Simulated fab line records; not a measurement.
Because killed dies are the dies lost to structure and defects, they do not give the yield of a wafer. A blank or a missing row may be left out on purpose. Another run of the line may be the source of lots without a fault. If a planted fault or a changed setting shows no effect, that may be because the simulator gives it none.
fab line records + flow rit-cmos
record
- lots=6
- wafers=18
- last-day=6
route steps=202 shown ACTIVE@2 FOX1@20 FOX2@23 M1@202
lots that met no fault: taken from a fault-free run of the same line
start-h: start of the lot's first displayed wafer, in hours after the record's first day + wait-h: time in hours since the lot's previous step + " repeats the value in the row above + L1.1+2: a row that stands for several wafers + - no value, or no start given + * or withheld: withheld + < > ~ a bound
route shown NAME@n: NAME is a module with steps in the file, n the number in the route of the first one + usual: the fault-free wafers' mean and standard deviation + same: alike in all rows + chamber/n: place in a boat + sites: each site's reading + _std_site: the standard deviation of these + _edge_site: the outer-site mean with the inner-site mean subtracted + radius-mm: how far each site lies from the wafer's centre + mask NAME#n: copy n + behind: the tool/chamber that last shaped the wafer + hold: why the lot was held/for how many hours/how that ended + device: transistor that didn't switch, given as n, p or np + end of line: the tests these same wafers got at the end of their route + step lacking rows: just its recipe + killed: count of dies lost to structure and defects at first sort (not the wafer's yield) + map: a wafer's dies, x killed, . not, _ none there
set.NAME: the setting that was run; set.NAME@STEP: the one run at that earlier step + model.NAME: the simulator's own value behind a step, which no gauge read
certain route steps with their lots: each step a table, each wafer a row
services: from which hour (start-h, from the record's first day; less than 0 if before it) a tool's chamber was out of use, for how many hours, and why
## steps
# step RIT_ACTIVE_OXIDATION_01
# recipe
- temp-c=1000
- ambient=O2
- target-thk-a=468
- ox-time-s=3360
# step RIT_ACTIVE_THK_MEAS_02
# recipe
- reads=SiO2_of_ACTIVE_OXIDATION_01
# usual
- ACTIVE_OXIDE_THK=46.8/1.1
| lot.wafer | tool          | chamber | start-h | wait-h | ACTIVE_OXIDE_THK[nm] |
|-----------|---------------|---------|---------|--------|----------------------|
| L904.4    | film-metro-03 | -       | 12.55   | 0.0    | 44.6                 |
| L904.5    | "             | -       | "       | "      | 44.7                 |
| L904.6    | "             | -       | "       | "      | 45.0                 |
| L906.3    | film-metro-04 | -       | 23.27   | 0.0    | 45.4                 |
| L906.4    | "             | -       | "       | "      | 45.3                 |
| L906.6    | "             | -       | "       | "      | 46.3                 |
| L917.1    | film-metro-03 | -       | 77.05   | 0.0    | 46.6                 |
| L917.3    | "             | -       | "       | "      | 46.2                 |
| L917.6    | "             | -       | "       | "      | 47.6                 |
| L918.1    | film-metro-02 | -       | 82.05   | 0.0    | 46.3                 |
| L918.4    | "             | -       | "       | "      | 45.8                 |
| L918.5    | "             | -       | "       | "      | 46.2                 |
| L921.1    | film-metro-04 | -       | 97.05   | 0.0    | 45.8                 |
| L921.4    | "             | -       | "       | "      | 45.7                 |
| L921.5    | "             | -       | "       | "      | 45.6                 |
| L922.1    | film-metro-03 | -       | 102.05  | 0.0    | 48.2                 |
| L922.3    | "             | -       | "       | "      | 47.7                 |
| L922.6    | "             | -       | "       | "      | 47.7                 |
# step RIT_ACTIVE_CVD_03
# recipe
- material=Si3N4
- target-thk-nm=150
- temp-c=810
- precursor=SiH2Cl2/NH3
- time-s=1500
- pressure-mtorr=294.7
- sih2cl2-flow-sccm=60
- nh3-flow-sccm=150
# step RIT_ACTIVE_THK_MEAS_04
# recipe
- reads=Si3N4_of_ACTIVE_CVD_03
# usual
- ACTIVE_NITRIDE_THK=149.1/1.4
| lot.wafer | tool          | chamber | start-h | wait-h | ACTIVE_NITRIDE_THK[nm] |
|-----------|---------------|---------|---------|--------|------------------------|
| L904.4    | film-metro-03 | -       | 14.02   | 0.0    | 148.6                  |
| L904.5    | "             | -       | "       | "      | 148.8                  |
| L904.6    | "             | -       | "       | "      | 148.3                  |
| L906.3    | film-metro-04 | -       | 24.75   | 0.0    | 148.8                  |
| L906.4    | "             | -       | "       | "      | 149.4                  |
| L906.6    | "             | -       | "       | "      | 148.0                  |
| L917.1    | film-metro-04 | -       | 78.53   | 0.0    | 149.9                  |
| L917.3    | "             | -       | "       | "      | 149.5                  |
| L917.6    | "             | -       | "       | "      | 148.9                  |
| L918.1    | film-metro-02 | -       | 83.53   | 0.0    | 149.1                  |
| L918.4    | "             | -       | "       | "      | 147.5                  |
| L918.5    | "             | -       | "       | "      | 148.8                  |
| L921.1    | film-metro-02 | -       | 98.53   | 0.0    | 148.1                  |
| L921.4    | "             | -       | "       | "      | 148.6                  |
| L921.5    | "             | -       | "       | "      | 148.6                  |
| L922.1    | film-metro-04 | -       | 103.53  | 0.0    | 149.3                  |
| L922.3    | "             | -       | "       | "      | 149.6                  |
| L922.6    | "             | -       | "       | "      | 148.5                  |
# step RIT_ACTIVE_HMDS_05
# recipe
- prime-time-s=60
- prime-temp-c=140
# step RIT_ACTIVE_COAT_06
# recipe
- resist=NOVOLAK
- spin-rpm=3250
- resist-thk-nm=1000
# step RIT_ACTIVE_SOFTBAKE_07
# recipe
- resist=NOVOLAK
- temp-c=90
- time-s=60
# step RIT_ACTIVE_EXPOSE_08
# recipe
- mask-id=M1
- na=0.6
- source-shape=conventional
- sigma-outer=0.6
- target-cd-nm=1400
- dose-mj=225
# step RIT_ACTIVE_PEB_09
# recipe
- resist=NOVOLAK
- temp-c=withheld
- time-s=withheld
# step RIT_ACTIVE_DEVELOP_10
# recipe
- resist=NOVOLAK
- develop-time-s=50
- dev-temp-c=22.56
# step RIT_ACTIVE_CD_MEAS_11
# recipe
- target-cd-nm=1400
# usual
- cd-nm=1400.0/2.4
| lot.wafer | tool      | chamber | start-h | wait-h | cd-nm  |
|-----------|-----------|---------|---------|--------|--------|
| L904.4    | cd-sem-01 | -       | 15.17   | -      | 1402.8 |
| L904.5    | "         | -       | "       | "      | 1402.9 |
| L904.6    | "         | -       | "       | "      | 1403.3 |
| L906.3    | cd-sem-01 | -       | 25.68   | -      | 1396.3 |
| L906.4    | "         | -       | "       | "      | 1398.4 |
| L906.6    | "         | -       | "       | "      | 1398.3 |
| L917.1    | cd-sem-01 | -       | 79.44   | -      | 1399.3 |
| L917.3    | "         | -       | "       | "      | 1401.2 |
| L917.6    | "         | -       | "       | "      | 1401.1 |
| L918.1    | cd-sem-01 | -       | 84.44   | -      | 1402.7 |
| L918.4    | "         | -       | "       | "      | 1401.3 |
| L918.5    | "         | -       | "       | "      | 1402.8 |
| L921.1    | cd-sem-02 | -       | 99.56   | -      | 1401.7 |
| L921.4    | "         | -       | "       | "      | 1401.7 |
| L921.5    | "         | -       | "       | "      | 1401.9 |
| L922.1    | cd-sem-01 | -       | 104.52  | -      | 1396.7 |
| L922.3    | "         | -       | "       | "      | 1396.3 |
| L922.6    | "         | -       | "       | "      | 1395.5 |
# step RIT_ACTIVE_HARDBAKE_12
# recipe
- resist=NOVOLAK
- temp-c=140
- time-s=60
# step RIT_ACTIVE_ETCH_13
# recipe
- stop-on=SiO2
- chemistry=SF6
- target=Si3N4
- time-s=210
- over-etch-frac=0.4
- SF6_flow_sccm=200
- pressure-mtorr=260
- rf-w=125
- target-depth-a=2100
# usual
- drypump-motor-current-A=5.7/0.4
- oes-product-au=0.812/0.014
- over-etch-frac=0.4/0
- throttle-valve-pct=7.54/0.076
| lot.wafer | tool        | chamber | start-h | wait-h | drypump-motor-current-A | oes-product-au | over-etch-frac | rf-hours-counter-h | throttle-valve-pct | model.NOVOLAK_of_ACTIVE_COAT_06.thk-nm | model.ACTIVE.feature-depth-nm | model.SiO2_of_ACTIVE_OXIDATION_01.thk-nm |
|-----------|-------------|---------|---------|--------|-------------------------|----------------|----------------|--------------------|--------------------|----------------------------------------|-------------------------------|------------------------------------------|
| L904.4    | rie-diel-02 | 3       | 15.38   | 0.1    | 6.0                     | 0.825          | 0.4            | 117                | 7.67               | 652.3                                  | 149.3                         | 43.97                                    |
| L904.5    | "           | 1       | "       | "      | 5.0                     | 0.829          | 0.4            | -                  | 7.44               | 657.8                                  | 148.9                         | 44.52                                    |
| L904.6    | "           | 0       | "       | "      | 5.3                     | 0.804          | 0.4            | -                  | 7.56               | 659.8                                  | 148.3                         | 45.01                                    |
| L906.3    | rie-diel-04 | 3       | 25.91   | 0.1    | 5.4                     | 0.829          | 0.4            | 2                  | 7.62               | 657.9                                  | 148.9                         | 45.45                                    |
| L906.4    | "           | 2       | "       | "      | 6.2                     | 0.796          | 0.4            | 7                  | 7.63               | 655.7                                  | 149.5                         | 45.34                                    |
| L906.6    | "           | 1       | "       | "      | 5.7                     | 0.812          | 0.4            | -                  | 7.48               | 656.6                                  | 147.9                         | 46.3                                     |
| L917.1    | rie-diel-04 | 2       | 79.71   | 0.1    | 6.2                     | 0.742          | 0.61339        | 8                  | 7.63               | 618.3                                  | 160                           | 36.61                                    |
| L917.3    | "           | 3       | "       | "      | 5.5                     | 0.776          | 0.61339        | 2                  | 7.62               | 620.7                                  | 159.1                         | 36.58                                    |
| L917.6    | "           | 2       | "       | "      | 6.2                     | 0.734          | 0.61339        | -                  | 7.65               | 621.2                                  | 158.9                         | 37.63                                    |
| L918.1    | rie-diel-04 | 2       | 84.71   | 0.1    | 6.2                     | 0.738          | 0.61339        | 8                  | 7.62               | 624                                    | 159.1                         | 36.26                                    |
| L918.4    | "           | 0       | "       | "      | 6.2                     | 0.754          | 0.61339        | 6                  | 7.55               | 629                                    | 156.4                         | 36.77                                    |
| L918.5    | "           | 0       | "       | "      | 6.2                     | 0.750          | 0.61339        | -                  | 7.56               | 627.9                                  | 157.9                         | 37.06                                    |
| L921.1    | rie-diel-02 | 2       | 99.83   | 0.1    | 5.6                     | 0.799          | 0.4            | 59                 | 7.50               | 656.1                                  | 148.6                         | 45.29                                    |
| L921.4    | "           | 0       | "       | "      | 5.3                     | 0.792          | 0.4            | 5                  | 7.56               | 663.4                                  | 148.7                         | 45.72                                    |
| L921.5    | "           | 2       | "       | "      | 5.6                     | 0.801          | 0.4            | -                  | 7.50               | 657.4                                  | 149.2                         | 45.09                                    |
| L922.1    | rie-diel-03 | 1       | 104.79  | 0.1    | 6.1                     | 0.817          | 0.4            | 59                 | 7.44               | 654.6                                  | 149.4                         | 48.23                                    |
| L922.3    | "           | 2       | "       | "      | 6.1                     | 0.834          | 0.4            | 138                | 7.47               | 655                                    | 149.9                         | 47.33                                    |
| L922.6    | "           | 2       | "       | "      | 6.1                     | 0.842          | 0.4            | -                  | 7.47               | 654.2                                  | 148.9                         | 47.28                                    |
# step RIT_ACTIVE_STRIP_14
# recipe
- chemistry=O2
- time-s=180
- resist=NOVOLAK
- platen-temp-c=withheld
- power-w=500
- pressure-mtorr=4000
- o2-flow-sccm=4000
# usual
- drypump-motor-current-A=5.5/0.38
- rf-refl-power-W=8.0/1.4
| lot.wafer | tool            | chamber | start-h | wait-h | drypump-motor-current-A | rf-hours-counter-h | rf-refl-power-W |
|-----------|-----------------|---------|---------|--------|-------------------------|--------------------|-----------------|
| L904.4    | plasma-asher-03 | 1       | 15.57   | 0.1    | 5.5                     | -                  | 9.5             |
| L904.5    | "               | 0       | "       | "      | 5.9                     | -                  | 10.2            |
| L904.6    | "               | 1       | "       | "      | 5.4                     | -                  | 9.8             |
| L906.3    | plasma-asher-01 | 1       | 26.10   | 0.1    | 5.7                     | -                  | 5.8             |
| L906.4    | "               | 0       | "       | "      | 6.2                     | -                  | 9.6             |
| L906.6    | "               | 1       | "       | "      | 5.8                     | -                  | 5.8             |
| L917.1    | plasma-asher-04 | 0       | 79.84   | 0.1    | 5.4                     | 48                 | 7.5             |
| L917.3    | "               | 1       | "       | "      | 5.1                     | -                  | 7.1             |
| L917.6    | "               | 1       | "       | "      | 5.0                     | -                  | 6.8             |
| L918.1    | plasma-asher-01 | 0       | 84.84   | 0.1    | 6.2                     | 31                 | 9.9             |
| L918.4    | "               | 0       | "       | "      | 6.2                     | -                  | 9.6             |
| L918.5    | "               | 1       | "       | "      | 5.7                     | -                  | 5.9             |
| L921.1    | plasma-asher-04 | 0       | 99.97   | 0.1    | 5.4                     | 51                 | 7.7             |
| L921.4    | "               | 0       | "       | "      | 5.4                     | -                  | 7.7             |
| L921.5    | "               | 0       | "       | "      | 5.4                     | -                  | 7.8             |
| L922.1    | plasma-asher-04 | 1       | 104.93  | 0.1    | 5.0                     | 52                 | 7.3             |
| L922.3    | "               | 0       | "       | "      | 5.4                     | -                  | 7.9             |
| L922.6    | "               | 1       | "       | "      | 5.0                     | -                  | 7.4             |
# step RIT_ACTIVE_CD_MEAS_90
# recipe
- target-cd-nm=1400
# usual
- cd-nm=1400.0/2.4
| lot.wafer | tool      | chamber | start-h | wait-h | cd-nm  |
|-----------|-----------|---------|---------|--------|--------|
| L904.4    | cd-sem-01 | -       | 15.75   | 0.1    | 1403.3 |
| L904.5    | "         | -       | "       | "      | 1403.1 |
| L904.6    | "         | -       | "       | "      | 1403.3 |
| L906.3    | cd-sem-02 | -       | 26.25   | 0.1    | 1396.7 |
| L906.4    | "         | -       | "       | "      | 1398.2 |
| L906.6    | "         | -       | "       | "      | 1398.3 |
| L917.1    | cd-sem-01 | -       | 80.02   | 0.1    | 1399.2 |
| L917.3    | "         | -       | "       | "      | 1400.9 |
| L917.6    | "         | -       | "       | "      | 1401.6 |
| L918.1    | cd-sem-02 | -       | 85.02   | 0.1    | 1402.6 |
| L918.4    | "         | -       | "       | "      | 1401.2 |
| L918.5    | "         | -       | "       | "      | 1402.6 |
| L921.1    | cd-sem-02 | -       | 100.14  | 0.1    | 1401.8 |
| L921.4    | "         | -       | "       | "      | 1401.3 |
| L921.5    | "         | -       | "       | "      | 1402.0 |
| L922.1    | cd-sem-02 | -       | 105.10  | 0.1    | 1397.2 |
| L922.3    | "         | -       | "       | "      | 1396.1 |
| L922.6    | "         | -       | "       | "      | 1394.9 |
# step RIT_ACTIVE_CLEAN_15
# recipe
- chemistry=SC1
- mix=3:3:50
- time-s=600
- temp-c=75
# step RIT_ACTIVE_CLEAN_16
# recipe
- chemistry=dHF
- dilution=50:1
- time-s=30
# step RIT_ACTIVE_CLEAN_17
# recipe
- chemistry=SC2
- mix=3:3:50
- time-s=600
- temp-c=75
- dry=n2-spin
# step RIT_FOX1_OXIDATION_00
# recipe
- temp-c=1100
- ambient=H2O
- target-thk-a=3507
- p-h2o-torr=720
- ox-time-s=1130
# step RIT_FOX1_THK_MEAS_01
# recipe
- reads=SiO2_of_FOX1_OXIDATION_00
# usual
- FOX1_OXIDE_THK=353/6.2
| lot.wafer | tool          | chamber | start-h | wait-h | FOX1_OXIDE_THK[nm] |
|-----------|---------------|---------|---------|--------|--------------------|
| L904.4    | film-metro-01 | -       | 17.52   | 0.0    | 361                |
| L904.5    | "             | -       | "       | "      | 362                |
| L904.6    | "             | -       | "       | "      | 358                |
| L906.3    | film-metro-01 | -       | 28.08   | 0.0    | 356                |
| L906.4    | "             | -       | "       | "      | 357                |
| L906.6    | "             | -       | "       | "      | 357                |
| L917.1    | film-metro-04 | -       | 81.82   | 0.0    | 348                |
| L917.3    | "             | -       | "       | "      | 345                |
| L917.6    | "             | -       | "       | "      | 346                |
| L918.1    | film-metro-01 | -       | 87.19   | 0.0    | 350                |
| L918.4    | "             | -       | "       | "      | 348                |
| L918.5    | "             | -       | "       | "      | 349                |
| L921.1    | film-metro-02 | -       | 101.94  | 0.0    | 343                |
| L921.4    | "             | -       | "       | "      | 341                |
| L921.5    | "             | -       | "       | "      | 343                |
| L922.1    | film-metro-04 | -       | 106.90  | 0.0    | 353                |
| L922.3    | "             | -       | "       | "      | 350                |
| L922.6    | "             | -       | "       | "      | 359                |
# step RIT_FOX1_WET_ETCH_02
# recipe
- chemistry=BOE
- target-depth-nm=350
- time-s=390
- temp-c=21.5
- dry=n2-spin
- dilution=10:1
- target=SiO2
# step RIT_FOX2_OXIDATION_00
# recipe
- temp-c=1100
- ambient=H2O
- target-thk-a=3507
- p-h2o-torr=720
- ox-time-s=1130
# step RIT_FOX2_THK_MEAS_01
# recipe
- reads=SiO2_of_FOX2_OXIDATION_00
# usual
- FOX2_OXIDE_THK=349/7.4
| lot.wafer | tool          | chamber | start-h | wait-h | FOX2_OXIDE_THK[nm] |
|-----------|---------------|---------|---------|--------|--------------------|
| L904.4    | film-metro-01 | -       | 19.78   | 0.0    | 331                |
| L904.5    | "             | -       | "       | "      | 331                |
| L904.6    | "             | -       | "       | "      | 326                |
| L906.3    | film-metro-04 | -       | 30.15   | 0.0    | 359                |
| L906.4    | "             | -       | "       | "      | 349                |
| L906.6    | "             | -       | "       | "      | 351                |
| L917.1    | film-metro-03 | -       | 83.32   | 0.0    | 356                |
| L917.3    | "             | -       | "       | "      | 356                |
| L917.6    | "             | -       | "       | "      | 353                |
| L918.1    | film-metro-01 | -       | 88.68   | 0.0    | 346                |
| L918.4    | "             | -       | "       | "      | 345                |
| L918.5    | "             | -       | "       | "      | 343                |
| L921.1    | film-metro-01 | -       | 103.55  | 0.0    | 359                |
| L921.4    | "             | -       | "       | "      | 360                |
| L921.5    | "             | -       | "       | "      | 357                |
| L922.1    | film-metro-01 | -       | 108.39  | 0.0    | 347                |
| L922.3    | "             | -       | "       | "      | 350                |
| L922.6    | "             | -       | "       | "      | 350                |
# step RIT_FOX2_CLEAN_02
# recipe
- chemistry=dHF
- dilution=50:1
- time-s=180
# step RIT_FOX2_WET_ETCH_03
# recipe
- chemistry=H3PO4
- target=Si3N4
- target-depth-nm=195
- temp-c=165
- time-s=2700
| lot.wafer | tool         | chamber | start-h | wait-h | model.SiO2_of_ACTIVE_OXIDATION_01.thk-nm |
|-----------|--------------|---------|---------|--------|------------------------------------------|
| L904.4    | wet-bench-04 | 3       | 19.87   | 0.0    | 39.08                                    |
| L904.5    | "            | 3       | "       | "      | 39.53                                    |
| L904.6    | "            | 3       | "       | "      | 39.98                                    |
| L906.3    | wet-bench-02 | 2       | 30.25   | 0.0    | 40.5                                     |
| L906.4    | "            | 2       | "       | "      | 40.42                                    |
| L906.6    | "            | 2       | "       | "      | 41.27                                    |
| L917.1    | wet-bench-04 | 3       | 83.44   | 0.0    | 32.47                                    |
| L917.3    | "            | 3       | "       | "      | 32.43                                    |
| L917.6    | "            | 3       | "       | "      | 33.36                                    |
| L918.1    | wet-bench-01 | 0       | 88.80   | 0.0    | 32.18                                    |
| L918.4    | "            | 0       | "       | "      | 32.65                                    |
| L918.5    | "            | 0       | "       | "      | 32.91                                    |
| L921.1    | wet-bench-02 | 2       | 103.73  | 0.0    | 40.17                                    |
| L921.4    | "            | 2       | "       | "      | 40.53                                    |
| L921.5    | "            | 2       | "       | "      | 40                                       |
| L922.1    | wet-bench-01 | 2       | 108.51  | 0.0    | 42.91                                    |
| L922.3    | "            | 2       | "       | "      | 42.08                                    |
| L922.6    | "            | 2       | "       | "      | 42.05                                    |
# step RIT_FOX2_THK_MEAS_90
# recipe
- reads=SiO2_of_FOX2_OXIDATION_00
# usual
- FIELD_OXIDE_LEFT_1_THK=322/7.4
| lot.wafer | tool          | chamber | start-h | wait-h | FIELD_OXIDE_LEFT_1_THK[nm] |
|-----------|---------------|---------|---------|--------|----------------------------|
| L904.4    | film-metro-04 | -       | 20.73   | 0.0    | 304                        |
| L904.5    | "             | -       | "       | "      | 303                        |
| L904.6    | "             | -       | "       | "      | 298                        |
| L906.3    | film-metro-01 | -       | 31.03   | 0.0    | 332                        |
| L906.4    | "             | -       | "       | "      | 322                        |
| L906.6    | "             | -       | "       | "      | 323                        |
| L917.1    | film-metro-01 | -       | 84.27   | 0.0    | 328                        |
| L917.3    | "             | -       | "       | "      | 328                        |
| L917.6    | "             | -       | "       | "      | 326                        |
| L918.1    | film-metro-01 | -       | 89.56   | 0.0    | 318                        |
| L918.4    | "             | -       | "       | "      | 318                        |
| L918.5    | "             | -       | "       | "      | 315                        |
| L921.1    | film-metro-04 | -       | 104.49  | 0.0    | 332                        |
| L921.4    | "             | -       | "       | "      | 333                        |
| L921.5    | "             | -       | "       | "      | 330                        |
| L922.1    | film-metro-04 | -       | 109.34  | 0.0    | 319                        |
| L922.3    | "             | -       | "       | "      | 322                        |
| L922.6    | "             | -       | "       | "      | 323                        |
# step RIT_M1_PROBE_99
# usual
- killed-at-contacts=0.1/0.24
- killed-at-front-end=7/3
- killed-dies=7/3
- killed-open=3.2/1.8
- killed-short=3.5/2.1
# same
- gross-dies=264
- killed_at_M0_to_M3=0
- killed_at_M4_up=0
- killed-at-back-side=0
- killed-at-other=0
| lot.wafer | tool      | chamber | start-h | wait-h | killed-at-contacts | killed-at-front-end | killed-dies | killed-open | killed-short |
|-----------|-----------|---------|---------|--------|--------------------|---------------------|-------------|-------------|--------------|
| L906.3    | prober-01 | -       | 68.64   | 0.2    | 0                  | 5                   | 5           | 1           | 4            |
| L906.4    | prober-01 | -       | 68.69   | 0.2    | 0                  | 5                   | 5           | 3           | 2            |
| L906.6    | prober-01 | -       | 68.79   | 0.2    | 0                  | 3                   | 3           | 3           | 0            |
| L917.1    | prober-01 | -       | 121.46  | 0.1    | 0                  | 6                   | 6           | 1           | 5            |
| L917.3    | prober-01 | -       | 121.56  | 0.2    | 0                  | 4                   | 4           | 2           | 2            |
| L917.6    | prober-01 | -       | 121.71  | 0.2    | 0                  | 11                  | 11          | 5           | 6            |
| L918.1    | prober-02 | -       | 128.57  | 0.1    | 0                  | 8                   | 8           | 2           | 6            |
| L918.4    | prober-02 | -       | 128.72  | 0.2    | 0                  | 6                   | 6           | 1           | 5            |
| L918.5    | prober-02 | -       | 128.77  | 0.2    | 0                  | 9                   | 9           | 3           | 6            |
| L921.1    | prober-01 | -       | 142.23  | 0.1    | 0                  | 9                   | 9           | 3           | 6            |
| L921.4    | prober-01 | -       | 142.38  | 0.2    | 1                  | 7                   | 8           | 5           | 3            |
| L921.5    | prober-01 | -       | 142.43  | 0.2    | 0                  | 7                   | 7           | 3           | 4            |
| L922.1    | prober-02 | -       | 147.86  | 0.1    | 0                  | 3                   | 3           | 1           | 2            |
| L922.3    | prober-02 | -       | 147.96  | 0.2    | 0                  | 10                  | 10          | 7           | 3            |
| L922.6    | prober-02 | -       | 148.11  | 0.2    | 0                  | 9                   | 9           | 6           | 3            |
# killed by level:class
L906.3 SPACER:geometric-particle:short=3 REOX:geometric-particle:short=1 SILICIDE:geometric-particle:open=1
L906.4 GATE:geometric-particle:open=3 GATE:geometric-particle:short=1 SPACER:geometric-particle:short=1
L906.6 SPACER:geometric-particle:open=2 SILICIDE:geometric-particle:open=1
L917.1 GATE:geometric-particle:short=2 FOX1:geometric-particle:open=1 REOX:geometric-particle:short=1 SPACER:geometric-particle:short=1 SILICIDE:geometric-particle:short=1
L917.3 GATE:geometric-particle:open=1 GATE:geometric-particle:short=1 SPACER:geometric-particle:short=1 SPACER:geometric-particle:open=1
L917.6 FOX1:geometric-particle:short=2 FOX1:geometric-particle:open=2 GATE:geometric-particle:short=2 REOX:geometric-particle:open=2 GATE:geometric-particle:open=1 REOX:geometric-particle:short=1 SILICIDE:geometric-particle:short=1
L918.1 REOX:geometric-particle:short=2 SPACER:geometric-particle:short=2 FOX1:geometric-particle:short=1 GATE:geometric-particle:short=1 GATE:geometric-particle:open=1 SPACER:geometric-particle:open=1
L918.4 SPACER:geometric-particle:short=4 GATE:geometric-particle:short=1 SPACER:geometric-particle:open=1
L918.5 GATE:geometric-particle:short=4 SILICIDE:geometric-particle:short=2 SILICIDE:geometric-particle:open=2 REOX:geometric-particle:open=1
L921.1 REOX:geometric-particle:short=3 GATE:geometric-particle:open=2 GATE:geometric-particle:short=2 REOX:geometric-particle:open=1 SPACER:geometric-particle:short=1
L921.4 GATE:geometric-particle:open=2 SILICIDE:geometric-particle:short=2 FOX1:geometric-particle:open=1 GATE:geometric-particle:short=1 REOX:geometric-particle:open=1 CONTACT:geometric-particle:open=1
L921.5 REOX:geometric-particle:short=2 FOX1:geometric-particle:short=1 FOX1:geometric-particle:open=1 REOX:geometric-particle:open=1 SPACER:geometric-particle:short=1 SILICIDE:geometric-particle:open=1
L922.1 FOX1:geometric-particle:open=1 GATE:geometric-particle:short=1 SILICIDE:geometric-particle:short=1
L922.3 GATE:geometric-particle:open=4 FOX2:geometric-particle:open=3 GATE:geometric-particle:short=2 SILICIDE:geometric-particle:short=1
L922.6 FOX1:geometric-particle:open=2 FOX2:geometric-particle:open=2 GATE:geometric-particle:open=2 FOX1:geometric-particle:short=1 FOX2:geometric-particle:short=1 SPACER:geometric-particle:short=1
## services
| tool            | chamber | start-h | hours | kind   |
|-----------------|---------|---------|-------|--------|
| rie-diel-03     | 0       | 22.45   | 14.5  | repair |
| plasma-asher-03 | -       | 25.21   | 1.6   | repair |
| plasma-asher-03 | -       | 25.40   | 3.0   | repair |
| rie-diel-03     | 2       | 26.62   | 7.9   | repair |
| rie-diel-02     | 1       | 32.02   | 2.8   | repair |
| rie-diel-02     | 1       | 58.30   | 5.1   | repair |
| plasma-asher-03 | -       | 60.21   | 2.8   | pm     |
| plasma-asher-03 | -       | 81.50   | 28.1  | pm     |
| rie-diel-03     | 1       | 82.04   | 5.8   | repair |
| rie-diel-02     | 1       | 90.58   | 3.9   | repair |
| rie-diel-02     | 2       | 104.33  | 14.5  | repair |
## key
first-sign
- step=RIT_ACTIVE_ETCH_13
- reading=over-etch-frac
- direction=up
- sigmas=99+
- usual=0.4
- struck=0.61339
effect
- step=RIT_ACTIVE_ETCH_13
- reading=oes-product-au
- direction=down
- sigmas=4.5
- usual=0.812
- struck=0.749
model-effect
- step=RIT_ACTIVE_ETCH_13
- value=NOVOLAK_of_ACTIVE_COAT_06.thk-nm
- without=658.1
- struck=623.5
model-effect
- step=RIT_FOX2_WET_ETCH_03
- value=SiO2_of_ACTIVE_OXIDATION_01.thk-nm
- without=41.21
- struck=32.67
met-at RIT_ACTIVE_ETCH_13
struck-wafers L917.1,L917.3,L917.6,L918.1,L918.4,L918.5
tester-left-out L917,L918
onset-between 25.91 79.71
fault
- kind=process-parameter-drift
- tool=rie-diel-04
- chamber=-
- onset-h=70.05
- steps=RIT_ACTIVE_ETCH_13
- channel=over-etch-frac
- offset=0.21339
- shape=step
- end-h=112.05
- acts-in=these-recipes-only
- stated=0.4
# tester-left-out: of these lots the tester's yield and bins aren't shown, on N5 and GAA mostly nor the transistor test; their killed dies are dies lost to structure and defects alone, not to doping, threshold or leakage, so they don't give the yield
